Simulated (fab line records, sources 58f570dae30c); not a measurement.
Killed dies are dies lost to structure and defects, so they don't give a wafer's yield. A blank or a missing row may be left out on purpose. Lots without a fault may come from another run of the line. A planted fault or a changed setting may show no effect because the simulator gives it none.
Split-lot experiment | flow berkeley_cmos170 | 5 lots, 23 wafers read, on a route of 331 steps

THE SPLIT
At UCB170_NWELL_OXIDATION_01 (target thk 26.4 nm, ox time 1260 s), the setting temp_c was moved away from the recipe's 1000 C on 15 of the 23 wafers read, by -2.2% to +1.6%. The other wafers ran this setting at the recipe's value.

The file shows no step between the split and the reading.

THE READING
NWELL_OXIDE_THK, in nm, at UCB170_NWELL_THK_MEAS_02. Fault-free wafers of this fab line usually give 26.3 nm, standard deviation 0.45 nm.

wafer  | tool, chamber at the split | temp_c as run, C | against the recipe | NWELL_OXIDE_THK, nm | against lot-mates on the recipe
L075.1 | -, -                       | 983.8            | -1.6%              | 21.7                | no lot-mate on the recipe
L075.2 | -, -                       | 983.8            | -1.6%              | 21.6                | no lot-mate on the recipe
L075.3 | -, -                       | 983.8            | -1.6%              | 22.1                | no lot-mate on the recipe
L075.4 | -, -                       | 983.8            | -1.6%              | 22.1                | no lot-mate on the recipe
L075.6 | -, -                       | 983.8            | -1.6%              | 21.6                | no lot-mate on the recipe
L076.1 | -, -                       | 1016             | +1.6%              | 29.9                | no lot-mate on the recipe
L076.2 | -, -                       | 1016             | +1.6%              | 30.1                | no lot-mate on the recipe
L076.4 | -, -                       | 1016             | +1.6%              | 29.7                | no lot-mate on the recipe
L076.5 | -, -                       | 1016             | +1.6%              | 29.7                | no lot-mate on the recipe
L076.6 | -, -                       | 1016             | +1.6%              | 29.6                | no lot-mate on the recipe
L077.1 | -, -                       | 1000             | recipe             | 25.9                | -
L077.2 | -, -                       | 1000             | recipe             | 25.6                | -
L077.4 | -, -                       | 1000             | recipe             | 26.2                | -
L077.5 | -, -                       | 1000             | recipe             | 25.8                | -
L077.6 | -, -                       | 1000             | recipe             | 25.5                | -
L079.1 | -, -                       | 978.3            | -2.2%              | 21.6                | no lot-mate on the recipe
L079.2 | -, -                       | 978.3            | -2.2%              | 21.1                | no lot-mate on the recipe
L079.4 | -, -                       | 978.3            | -2.2%              | 22.0                | no lot-mate on the recipe
L079.5 | -, -                       | 978.3            | -2.2%              | 21.4                | no lot-mate on the recipe
L079.6 | -, -                       | 978.3            | -2.2%              | 21.7                | no lot-mate on the recipe
L083.2 | furnace-01, 0              | 1000             | recipe             | 26.5                | -
L083.3 | furnace-01, 0              | 1000             | recipe             | 26.0                | -
L083.5 | furnace-01, 0              | 1000             | recipe             | 26.6                | -

THE FIT
A straight line over all 23 wafers: NWELL_OXIDE_THK changes by +2.28 nm for each +1% of temp_c; r = +0.99; the points scatter about the line by 0.46 nm.
Too few moved wafers have a lot-mate on the recipe to fit a line with each lot's own level taken away.

THE WHOLE CHAIN: every reading that the file lists as answering this split, in the file's order
step                      | what it does                       | reading                                                                            | change (the file's fit)              | r (the file's)
UCB170_NWELL_OXIDATION_01 | target thk 26.4 nm, ox time 1260 s | SiO2_of_NWELL_OXIDATION_01.thk_nm (the simulator's own value, which no gauge read) | +2.28 nm for each +1% of the setting | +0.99
UCB170_NWELL_THK_MEAS_02  |                                    | NWELL_OXIDE_THK                                                                    | +2.28 for each +1% of the setting    | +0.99

THE FILE'S OWN FIT
NWELL_OXIDE_THK changes by +2.28 nm for each +1% of temp_c, r = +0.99.
